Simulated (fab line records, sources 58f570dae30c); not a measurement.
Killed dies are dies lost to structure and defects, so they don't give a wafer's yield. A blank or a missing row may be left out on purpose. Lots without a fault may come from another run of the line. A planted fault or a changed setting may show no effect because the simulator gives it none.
Which tool did it? | flow berkeley_cmos170 | 14 lots, 42 wafers sampled, at 2 steps of a route of 331

WHAT THE GAUGES READ, wafer by wafer
UCB170_M2_OVL_MEAS_16.
lot  | measured     | on         | M2_OVL (nm)
L465 | day 8 13:31  | overlay-02 | -9 -8 -8
L463 | day 8 15:46  | overlay-01 | 11 7 3
L464 | day 8 16:10  | overlay-02 | -5 -3 -6
L466 | day 9 04:26  | overlay-01 | -2 10 0
L468 | day 9 06:44  | overlay-02 | -3 -4 -1
L467 | day 9 08:04  | overlay-01 | 0 0 -1
L469 | day 9 14:04  | overlay-02 | -1 -9 -6
L470 | day 10 04:07 | overlay-01 | 225 241 245
L471 | day 10 05:54 | overlay-01 | 237 233 235
L476 | day 11 01:34 | overlay-02 | -2 -6 4
L475 | day 11 03:14 | overlay-02 | 1 3 -5
L482 | day 12 14:56 | overlay-02 | -4 -14 -2
L484 | day 13 09:03 | overlay-01 | 2 6 0
L485 | day 13 09:19 | overlay-02 | -2 1 1

WHICH TOOL RAN EACH LOT (tool, then ch and the chambers of the sampled wafers, then the start)
lot  | UCB170_M2_EXPOSE_12
L465 | krf_scanner-01 ch 0, day 8 12:46
L463 | krf_scanner-02 ch 0, day 8 15:02
L464 | krf_scanner-01 ch 0, day 8 15:31
L466 | krf_scanner-02 ch 0, day 9 03:55
L468 | krf_scanner-01 ch 0, day 9 06:13
L467 | krf_scanner-02 ch 0, day 9 07:34
L469 | krf_scanner-01 ch 0, day 9 13:34
L470 | krf_scanner-02 ch 0, day 10 03:37
L471 | krf_scanner-02 ch 0, day 10 05:23
L476 | krf_scanner-01 ch 0, day 11 01:01
L475 | krf_scanner-01 ch 0, day 11 02:45
L482 | krf_scanner-01 ch 0, day 12 14:10
L484 | krf_scanner-01 ch 0, day 13 08:24
L485 | krf_scanner-01 ch 0, day 13 08:29
- UCB170_M2_EXPOSE_12: exposes mask METAL2, target cd 700 nm.

WHAT THE TOOLS THEMSELVES READ (means of the sampled wafers that have a number; where no wafer has one, the mark that the record gives instead)
The record holds no such reading with a usual standard deviation.

THE ANSWER, worked out from the rows above alone
Rule: what is usual is taken from the lots themselves. Put in order of their means at a reading, lots are off if they are a third of the lots or fewer, leave a main group of 4 or more, and stand apart from it by a gap of 3 or more times the standard deviation of the main group's means; of several such gaps the widest counts. A main group whose means are all the same, to the digits that the tables above print for the reading, isn't used. A lot without any number at a reading at which 4 lots or more have one is off too. The other lots that the step has rows for count as sound. The gauges are gone through in route order, then the tools' own readings, and for those a lot's mean is taken as printed above. The first step at which some lot is off is used, and at that step the reading that is off furthest; a lot without a number counts as furthest.
Off: L470, L471, at UCB170_M2_OVL_MEAS_16 (M2_OVL). The main group: mean -1 nm, standard deviation 4.2.
A tool fits if, at a process step before that reading, it ran every lot that is off, and no sound lot after the first of them. The gauges at UCB170_M2_OVL_MEAS_16 are tried like those tools. One fits: krf_scanner-02 at UCB170_M2_EXPOSE_12. Its last sound lot is L467 (day 9 07:34), its first lot that is off L470 (day 10 03:37): a fault that began between those two fits.

WHAT THE SIMULATOR HAD PUT IN
Scanner matching overlay: krf_scanner-02, from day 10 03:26 on, at UCB170_M2_EXPOSE_12. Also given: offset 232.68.
Lots struck among those shown: L470, L471. The rule above found the same.
